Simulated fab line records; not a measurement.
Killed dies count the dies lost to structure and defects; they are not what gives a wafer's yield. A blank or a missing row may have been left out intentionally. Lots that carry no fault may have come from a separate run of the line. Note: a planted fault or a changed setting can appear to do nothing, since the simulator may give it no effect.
A struck lot beside a sound one || flow rit cmos || 39 steps out of a route of 202
Sound: the wafers L118.1, L118.5, L118.6. Struck: wafers L114.1, L114.4, L114.6. The cause is given at the end.
At each step with rows: each side's tool, then ch and its chambers, then its first start. Under that, the readings that differ: sound wafers || struck wafers || difference of the means || sigmas: that difference in standard deviations of wafers without a fault.
alike: same words and numbers on both sides, and readings whose means sit less than 2 such deviations apart. not compared: any withheld reading, any reading some wafer has no value for, any bound like >300 that may hide the same value, and any number with overlapping values for which the record gives no deviation.
The two part at a step that has a row with sigmas, a row that says differs or no value, or rows on one side only. Non-overlapping numbers with no deviation appear without sigmas and do not part them. Lack of a reading on every wafer of one side parts them only where that side has two or more wafers.

first, 3 steps without rows for these wafers: RIT_GATE_EXPOSE_13 (exposes mask M6, target cd 150 nm); RIT_GATE_PEB_14; RIT_GATE_DEVELOP_15 (develop time 50 s).
RIT_GATE_CD_MEAS_16: the cd target is 150 nm.
  struck on cd sem-02, day 5 10:03; sound on cd sem-02, day 6 06:05
{"reading": "cd nm (nm)", "sound": "153.9 153.9 154.9", "struck": "146.9 148.2 148.5", "difference": -6.4, "sigmas": -2}
RIT_GATE_OVL_MEAS_17:
  struck on overlay-02, day 5 10:10; sound on overlay-01, day 6 06:13
  alike: GATE_OVL
then, 1 step without rows for these wafers: RIT_GATE_HARDBAKE_18 (time 60 s).
RIT_GATE_ETCH_19: etches poly-Si in SF6/CHF3/O2, stops on SiO2, time 165 s, target depth 312.5 nm.
  sound on rie si-01 ch 2,3, day 6 06:24; struck on rie si-01 ch 0,1, day 5 10:41
{"reading": "throttle valve pct (%)", "sound": "10.03 10.05 10.08", "struck": "10.33 10.56 10.34", "difference": "+0.36", "sigmas": "+2"}
  alike: drypump motor current A, oes product au
  not compared: rf hours counter h
RIT_GATE_STRIP_20: strips in O2, time 180 s.
  sound on plasma asher-03 ch 0,1, day 6 06:30; struck on plasma asher-01 ch 0, day 5 10:48
  alike: drypump motor current A, o2 flow sccm
  not compared: rf hours counter h
RIT_GATE_CD_MEAS_90: the cd target is 150 nm.
  struck on cd sem-01, day 5 10:58; sound on cd sem-01, day 6 06:41
{"reading": "cd nm (nm)", "sound": "154.1 153.8 154.2", "struck": "146.8 148.2 148.6", "difference": -6.2, "sigmas": -2}
then, 3 steps without rows for these wafers: RIT_REOX_CLEAN_00 (cleans in SC1, time 600 s); RIT_REOX_CLEAN_01 (cleans in dHF, time 30 s); RIT_REOX_CLEAN_02 (cleans in SC2, time 600 s).
RIT_REOX_OXIDATION_03: target thk 25.2 nm, ox time 5580 s.
  sound on furnace-04 ch 0, day 6 07:29; struck on furnace-01 ch 0, day 5 15:57
{"reading": "zone power load pct (%)", "sound": "22.3 22.6 22.5", "struck": "27.2 26.7 27.0", "difference": "+4.5", "sigmas": "+2"}
  alike: ox temp c, tube center temp C
RIT_REOX_THK_MEAS_04:
  struck on film metro-02, day 5 18:30; sound on film metro-02, day 6 10:02
{"reading": "REOX_OXIDE_THK (nm)", "sound": "24.0 23.7 23.5", "struck": "41.8 40.7 41.0", "difference": "+17.4", "sigmas": "+34"}
then, 6 steps without rows for these wafers: RIT_NLDD_HMDS_00 (prime time 60 s); RIT_NLDD_COAT_01 (resist thk 1000 nm); RIT_NLDD_SOFTBAKE_02 (time 60 s); RIT_NLDD_EXPOSE_03 (exposes mask M7, target cd 40700 nm); RIT_NLDD_PEB_04; RIT_NLDD_DEVELOP_05 (develop time 50 s).
RIT_NLDD_OVL_MEAS_06:
  struck on overlay-02, day 5 19:43; sound on overlay-01, day 6 10:56
  alike: NLDD_OVL
then, 2 steps without rows for these wafers: RIT_NLDD_HARDBAKE_07 (time 60 s); RIT_NLDD_IMPLANT_08.
RIT_NLDD_STRIP_09: strips in O2, time 180 s.
  sound on plasma asher-01 ch 0,1, day 6 11:16; struck on plasma asher-04 ch 0,1, day 5 20:17
  alike: drypump motor current A, o2 flow sccm
  not compared: rf hours counter h
RIT_NLDD_TW_MEAS_10:
  struck on film metro-01, day 5 20:28; sound on film metro-03, day 6 11:27
{"reading": "NLDD_TW", "sound": "2468 2466 2473", "struck": "2504 2495 2498", "difference": "+30", "sigmas": "+2"}
then, 6 steps without rows for these wafers: RIT_PLDD_HMDS_00 (prime time 60 s); RIT_PLDD_COAT_01 (resist thk 1000 nm); RIT_PLDD_SOFTBAKE_02 (time 60 s); RIT_PLDD_EXPOSE_03 (exposes mask M8, target cd 40900 nm); RIT_PLDD_PEB_04; RIT_PLDD_DEVELOP_05 (develop time 50 s).
RIT_PLDD_OVL_MEAS_06:
  struck on overlay-01, day 5 21:46; sound on overlay-01, day 6 12:22
  alike: PLDD_OVL
then, 2 steps without rows for these wafers: RIT_PLDD_HARDBAKE_07 (time 60 s); RIT_PLDD_IMPLANT_08.
RIT_PLDD_STRIP_09: strips in O2, time 180 s.
  sound on plasma asher-03 ch 0,1, day 6 12:41; struck on plasma asher-03 ch 1, day 5 22:17
  alike: drypump motor current A, o2 flow sccm
  not compared: rf hours counter h
RIT_PLDD_TW_MEAS_10:
  struck on film metro-01, day 5 22:28; sound on film metro-01, day 6 12:52
  alike: PLDD_TW
RIT_SPACER_CLEAN_00: cleans in SC1, time 600 s.
  sound on wet bench-04 ch 0, day 6 12:56; struck on wet bench-04 ch 3, day 5 22:31
{"reading": "model.SiO2_of_REOX_OXIDATION_03.thk nm (nm)", "sound": "22.24 21.91 21.82", "struck": "38.58 37.58 37.93", "difference": "+16.04", "sigmas": ""}
then, 1 step without rows for these wafers: RIT_SPACER_CLEAN_01 (cleans in dHF, time 30 s).
RIT_M1_PROBE_99:
  struck on prober-01, day 6 12:42; sound on prober-01, day 7 03:01
  alike: killed at front end, killed dies, killed open, killed short

## WHERE THEY PART
At RIT_GATE_CD_MEAS_16 first; at RIT_NLDD_TW_MEAS_10 last (within this record only). Later steps at which nothing parts them and some readings are alike: RIT_PLDD_OVL_MEAS_06, RIT_PLDD_STRIP_09, RIT_PLDD_TW_MEAS_10, RIT_M1_PROBE_99.

WHY: what had been put in by the simulator
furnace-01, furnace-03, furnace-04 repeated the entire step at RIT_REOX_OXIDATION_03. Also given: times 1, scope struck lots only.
